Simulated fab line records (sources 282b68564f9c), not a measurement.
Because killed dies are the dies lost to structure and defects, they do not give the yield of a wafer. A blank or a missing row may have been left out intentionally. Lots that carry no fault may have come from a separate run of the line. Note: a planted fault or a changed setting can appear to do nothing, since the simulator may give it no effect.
Which tool is to blame? + flow rit_cmos + 18 wafers from 6 lots sampled at 2 of the route's 202 steps

WHAT THE GAUGES SHOWED, per wafer
RIT_ACTIVE_CD_MEAS_11: the cd target is 1400 nm.
| lot  | measured    | on        | cd_nm (nm)           |
|------|-------------|-----------|----------------------|
| L253 | day 2 01:41 | cd_sem-01 | 1402.9 1402.8 1403.0 |
| L256 | day 2 17:10 | cd_sem-01 | 1397.9 1397.1 1400.4 |
| L261 | day 3 17:08 | cd_sem-01 | 1399.0 1399.6 1400.2 |
| L266 | day 4 18:17 | cd_sem-01 | 1402.0 1402.1 1403.0 |
| L269 | day 5 08:35 | cd_sem-01 | 1401.2 1398.8 1401.9 |
| L272 | day 6 01:58 | cd_sem-01 | 1397.4 1397.8 1396.2 |

EACH LOT AND THE TOOL THAT RAN IT (in order: tool; ch and the chambers of the sampled wafers; start)
| lot  | RIT_ACTIVE_EXPOSE_08               |
|------|------------------------------------|
| L253 | iline_stepper-01 ch 0, day 2 01:17 |
| L256 | iline_stepper-01 ch 0, day 2 16:46 |
| L261 | iline_stepper-02 ch 0, day 3 16:34 |
| L266 | iline_stepper-02 ch 0, day 4 17:53 |
| L269 | iline_stepper-01 ch 0, day 5 08:11 |
| L272 | iline_stepper-01 ch 0, day 6 01:34 |
- RIT_ACTIVE_EXPOSE_08: exposes mask M1, target cd 1400 nm.

THE ANSWER, worked out from the rows above alone
Rule: the lots themselves supply what counts as usual. The widest of any qualifying gaps counts: lots, ordered by their means at a reading, are off when they make up no more than a third of the lots, leave a main group of 4 or more, and stand apart from it by 3 or more times the standard deviation of that group's means. Not used: any main group whose means are identical at the precision the tables above print for the reading. Also off: a lot with no number at a reading for which 4 or more lots have one. The other lots that the step has rows for count as sound.
No lot is off on any of the readings shown, so nothing can be concluded from this.

WHAT HAD BEEN PUT IN BY THE SIMULATOR
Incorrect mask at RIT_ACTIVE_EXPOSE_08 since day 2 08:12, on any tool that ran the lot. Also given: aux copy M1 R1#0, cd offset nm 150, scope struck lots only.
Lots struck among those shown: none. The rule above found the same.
